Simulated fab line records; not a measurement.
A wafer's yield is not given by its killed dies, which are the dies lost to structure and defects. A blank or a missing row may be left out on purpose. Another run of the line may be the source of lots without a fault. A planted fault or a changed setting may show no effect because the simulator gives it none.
What tool caused it? :: flow berkeley cmos170 :: Sampling: 14 lots, 42 wafers, 4 of 331 route steps

WHAT THE GAUGES SHOWED, per wafer
UCB170_START_BOW_MEAS_00.
lot: L169
measured: day 1 10:01
on: film metro-02
INCOMING_BOW (um): 1 -4 2

lot: L170
measured: day 1 15:01
on: film metro-01
INCOMING_BOW (um): -1 7 -6

lot: L171
measured: day 1 20:00
on: film metro-02
INCOMING_BOW (um): -6 -1 -1

lot: L172
measured: day 2 01:07
on: film metro-01
INCOMING_BOW (um): 9 1 14

lot: L174
measured: day 2 11:01
on: film metro-02
INCOMING_BOW (um): 0 -6 3

lot: L175
measured: day 2 16:00
on: film metro-01
INCOMING_BOW (um): 10 -3 -8

lot: L177
measured: day 3 02:08
on: film metro-01
INCOMING_BOW (um): 3 2 5

lot: L179
measured: day 3 12:00
on: film metro-03
INCOMING_BOW (um): 0 7 2

lot: L180
measured: day 3 17:01
on: film metro-02
INCOMING_BOW (um): 5 -3 5

lot: L182
measured: day 4 03:01
on: film metro-01
INCOMING_BOW (um): 0 8 2

lot: L183
measured: day 4 08:00
on: film metro-01
INCOMING_BOW (um): -7 0 -3

lot: L184
measured: day 4 13:00
on: film metro-02
INCOMING_BOW (um): -2 2 -1

lot: L188
measured: day 5 09:01
on: film metro-01
INCOMING_BOW (um): -9 1 11

lot: L191
measured: day 6 00:00
on: film metro-01
INCOMING_BOW (um): 0 3 18

UCB170_START_THK_MEAS_03.
lot: L169
measured: day 1 12:12
on: film metro-02
START_OXIDE_THK (nm): 19.6 20.1 20.0

lot: L170
measured: day 1 19:34
on: film metro-01
START_OXIDE_THK (nm): 20.2 19.9 20.0

lot: L171
measured: day 1 23:59
on: film metro-02
START_OXIDE_THK (nm): 20.0 20.5 20.4

lot: L172
measured: day 2 05:10
on: film metro-01
START_OXIDE_THK (nm): 20.4 20.3 20.1

lot: L174
measured: day 2 14:52
on: film metro-01
START_OXIDE_THK (nm): 20.2 20.1 20.0

lot: L175
measured: day 2 19:12
on: film metro-01
START_OXIDE_THK (nm): 18.8 18.9 19.2

lot: L177
measured: day 3 06:55
on: film metro-03
START_OXIDE_THK (nm): 20.0 20.4 20.2

lot: L179
measured: day 3 14:39
on: film metro-03
START_OXIDE_THK (nm): 19.8 19.8 19.7

lot: L180
measured: day 3 18:49
on: film metro-01
START_OXIDE_THK (nm): 19.2 19.4 19.2

lot: L182
measured: day 4 08:47
on: film metro-02
START_OXIDE_THK (nm): 19.8 20.0 19.8

lot: L183
measured: day 4 12:02
on: film metro-03
START_OXIDE_THK (nm): 20.4 20.4 20.7

lot: L184
measured: day 4 17:23
on: film metro-03
START_OXIDE_THK (nm): 20.5 20.2 20.4

lot: L188
measured: day 5 13:29
on: film metro-02
START_OXIDE_THK (nm): 19.3 19.5 19.6

lot: L191
measured: day 6 01:50
on: film metro-02
START_OXIDE_THK (nm): 19.8 19.5 19.8

UCB170_PSD_CD_MEAS_06 targets a cd of 1200 nm.
lot: L169
measured: day 5 20:25
on: cd sem-02
cd nm (nm): 1199.0 1199.8 1198.3

lot: L170
measured: day 7 08:46
on: cd sem-02
cd nm (nm): 1198.4 1198.2 1198.5

lot: L171
measured: day 6 22:33
on: cd sem-01
cd nm (nm): 1200.9 1199.7 1200.4

lot: L172
measured: day 7 05:39
on: cd sem-01
cd nm (nm): 1199.0 1197.6 1197.8

lot: L174
measured: day 7 21:05
on: cd sem-01
cd nm (nm): 1202.2 1203.4 1202.3

lot: L175
measured: day 7 16:38
on: cd sem-01
cd nm (nm): 1198.8 1198.9 1200.1

lot: L177
measured: day 8 04:31
on: cd sem-02
cd nm (nm): 1201.2 1201.3 1201.9

lot: L179
measured: day 8 11:24
on: cd sem-02
cd nm (nm): 1165.0 1164.9 1164.2 1165.1 1164.9 1164.7

lot: L180
measured: day 9 04:02
on: cd sem-01
cd nm (nm): 1201.1 1203.1 1204.0

lot: L182
measured: day 9 15:56
on: cd sem-01
cd nm (nm): 1200.9 1200.5 1200.0

lot: L183
measured: day 9 15:38
on: cd sem-01
cd nm (nm): 1199.5 1199.5 1199.3

lot: L184
measured: day 9 15:39
on: cd sem-02
cd nm (nm): 1171.0 1172.0 1170.6 1171.1 1171.8 1171.0

lot: L188
measured: day 10 13:52
on: cd sem-01
cd nm (nm): 1202.4 1199.6 1201.0

lot: L191
measured: day 10 23:43
on: cd sem-02
cd nm (nm): 1197.2 1199.4 1198.6

WHICH TOOL RAN EACH LOT (tool, then ch and the chambers of the sampled wafers, then the start)
lot: L169
UCB170_PSD_PEB_04: litho track-03 ch 0, day 5 20:09

lot: L170
UCB170_PSD_PEB_04: litho track-04 ch 0, day 7 08:30

lot: L171
UCB170_PSD_PEB_04: litho track-02 ch 0, day 6 22:17

lot: L172
UCB170_PSD_PEB_04: litho track-04 ch 0, day 7 05:22

lot: L174
UCB170_PSD_PEB_04: litho track-02 ch 0, day 7 20:49

lot: L175
UCB170_PSD_PEB_04: litho track-03 ch 0, day 7 16:22

lot: L177
UCB170_PSD_PEB_04: litho track-02 ch 0, day 8 04:14

lot: L179
UCB170_PSD_PEB_04: litho track-02 ch 0, day 8 11:08

lot: L180
UCB170_PSD_PEB_04: litho track-03 ch 0, day 9 03:46

lot: L182
UCB170_PSD_PEB_04: litho track-03 ch 0, day 9 15:40

lot: L183
UCB170_PSD_PEB_04: litho track-03 ch 0, day 9 15:22

lot: L184
UCB170_PSD_PEB_04: litho track-02 ch 0, day 9 15:22

lot: L188
UCB170_PSD_PEB_04: litho track-04 ch 0, day 10 13:36

lot: L191
UCB170_PSD_PEB_04: litho track-04 ch 0, day 10 23:26
- UCB170_PSD_PEB_04

WHAT THE TOOLS THEMSELVES READ (means of the sampled wafers that have a number; where no wafer has one, the mark that the record gives instead)
UCB170_PSD_PEB_04.
lot: L169
tool: litho track-03
heater power total W (W): 56.80

lot: L170
tool: litho track-04
heater power total W (W): 56.83

lot: L171
tool: litho track-02
heater power total W (W): 56.83

lot: L172
tool: litho track-04
heater power total W (W): 56.85

lot: L174
tool: litho track-02
heater power total W (W): 56.80

lot: L175
tool: litho track-03
heater power total W (W): 56.82

lot: L177
tool: litho track-02
heater power total W (W): 56.74

lot: L179
tool: litho track-02
heater power total W (W): 65.96

lot: L180
tool: litho track-03
heater power total W (W): 56.78

lot: L182
tool: litho track-03
heater power total W (W): 56.79

lot: L183
tool: litho track-03
heater power total W (W): 56.76

lot: L184
tool: litho track-02
heater power total W (W): 65.90

lot: L188
tool: litho track-04
heater power total W (W): 56.78

lot: L191
tool: litho track-04
heater power total W (W): 56.81

THE ANSWER, worked out from the rows above alone
Rule: what is usual is taken from the lots themselves. The widest of any qualifying gaps counts: lots, ordered by their means at a reading, are off when they make up no more than a third of the lots, leave a main group of 4 or more, and stand apart from it by 3 or more times the standard deviation of that group's means. The tables above print the reading to a certain number of digits; a main group whose means all agree to those digits is not used. A lot without any number at a reading at which 4 lots or more have one is off too. Where the step has rows for the other lots, those lots are counted as sound. First the gauges in route order, then the tools' own readings, where a lot's mean is used as printed above. At the first step where some lot is off, the reading lying furthest off is the one used; lots without a number count as furthest.
Off at UCB170_PSD_CD_MEAS_06 (cd nm): L179, L184. Mean 1200.1 nm and standard deviation 1.5 in the main group.
A tool fits if, at a process step before that reading, it ran every lot that is off, and no sound lot after the first of them. The gauges at UCB170_PSD_CD_MEAS_06 aren't tried: what is off there is off at UCB170_PSD_PEB_04 too, on other tools, and a gauge's error can't cause that. One candidate fits, namely litho track-02 at UCB170_PSD_PEB_04. A fault onset in the window from L177 (day 8 04:14, its last sound lot) to L179 (day 8 11:08, its first lot off) fits.
The tool's own readings at UCB170_PSD_PEB_04 bear it out: on the lots that are off they differ by more than 5 times the standard deviation of the sound lots' means. heater power total W reads 65.93 W there against 56.80 W on the sound lots.

WHAT HAD BEEN PUT IN BY THE SIMULATOR
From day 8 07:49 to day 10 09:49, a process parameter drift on litho track-02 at UCB170_PSD_PEB_04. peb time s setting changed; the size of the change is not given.
Struck lots among those shown: L179, L184. The rule given above showed the same thing.
